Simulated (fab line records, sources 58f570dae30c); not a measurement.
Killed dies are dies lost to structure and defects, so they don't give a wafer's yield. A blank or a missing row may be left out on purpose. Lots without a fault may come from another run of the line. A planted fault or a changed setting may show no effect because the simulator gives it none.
Split-lot experiment | flow berkeley_cmos170 | 5 lots, 23 wafers read, on a route of 331 steps

THE SPLIT
At UCB170_PLDD_EXPOSE_03 (exposes mask PSELECT, target cd 1200 nm), the setting dose_mj was moved away from the recipe's 30 on 7 of the 23 wafers read, by -5.2% to +6.2%. The other wafers ran this setting at the recipe's value.

FROM THE SPLIT TO THE READING: what the file shows between them, 2 steps
- UCB170_PLDD_PEB_04
- UCB170_PLDD_DEVELOP_05: develop time 45 s

THE READING
cd_nm, in nm, at UCB170_PLDD_CD_MEAS_06 (target cd 1200 nm). Fault-free wafers of this fab line usually give 1201.0 nm, standard deviation 1.5 nm.

wafer  | tool, chamber at the split | dose_mj as run | against the recipe | cd_nm, nm | against lot-mates on the recipe
L076.1 | krf_scanner-02, 0          | 31.85          | +6.2%              | 1211.5    | +9.6
L076.2 | krf_scanner-02, 0          | 30             | recipe             | 1201.1    | -
L076.4 | krf_scanner-02, 0          | 30             | recipe             | 1202.9    | -
L076.5 | krf_scanner-02, 0          | 30             | recipe             | 1201.7    | -
L076.6 | krf_scanner-02, 0          | 31.85          | +6.2%              | 1213.1    | +11.2
L078.1 | krf_scanner-02, 0          | 30             | recipe             | 1198.7    | -
L078.3 | krf_scanner-02, 0          | 30             | recipe             | 1200.8    | -
L078.4 | krf_scanner-02, 0          | 30             | recipe             | 1202.2    | -
L078.5 | krf_scanner-02, 0          | 31.74          | +5.8%              | 1211.4    | +10.8
L078.6 | krf_scanner-02, 0          | 31.74          | +5.8%              | 1211.7    | +11.1
L082.1 | krf_scanner-01, 0          | 30             | recipe             | 1201.9    | -
L082.2 | krf_scanner-01, 0          | 30             | recipe             | 1201.0    | -
L082.3 | krf_scanner-01, 0          | 30             | recipe             | 1199.6    | -
L082.4 | krf_scanner-01, 0          | 30             | recipe             | 1201.1    | -
L082.5 | krf_scanner-01, 0          | 30             | recipe             | 1200.3    | -
L083.1 | krf_scanner-02, 0          | 28.45          | -5.2%              | 1191.2    | -9.7
L083.2 | krf_scanner-02, 0          | 30             | recipe             | 1199.7    | -
L083.3 | krf_scanner-02, 0          | 30             | recipe             | 1202.1    | -
L083.5 | krf_scanner-02, 0          | 28.45          | -5.2%              | 1190.7    | -10.2
L083.6 | krf_scanner-02, 0          | 28.45          | -5.2%              | 1193.3    | -7.6
L084.1 | krf_scanner-01, 0          | 30             | recipe             | 1201.8    | -
L084.3 | krf_scanner-01, 0          | 30             | recipe             | 1202.1    | -
L084.6 | krf_scanner-01, 0          | 30             | recipe             | 1201.1    | -

THE FIT
A straight line over all 23 wafers: cd_nm changes by +1.81 nm for each +1% of dose_mj; r = +0.98; the points scatter about the line by 1.1 nm.
The same after taking each lot's own level away (the mean of its wafers on the recipe; 23 wafers): +1.78 nm for each +1%; r = +0.99; scatter 1 nm.
On that fit, the largest move of dose_mj shifts the reading by 11 nm.
The lots' own levels span 1200.57 to 1201.90 nm, that is 0.9 times the standard deviation above.
So the lot-to-lot level changes the slope little: the two slopes agree.
Check: with one of the wafers moved furthest among these (+6.2%) left out of the fit, the line predicts +11.3 nm for it against its lot-mates. It came out at +9.6 nm against them.

THE FILE'S OWN FIT
cd_nm changes by +1.78 nm for each +1% of dose_mj, r = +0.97.
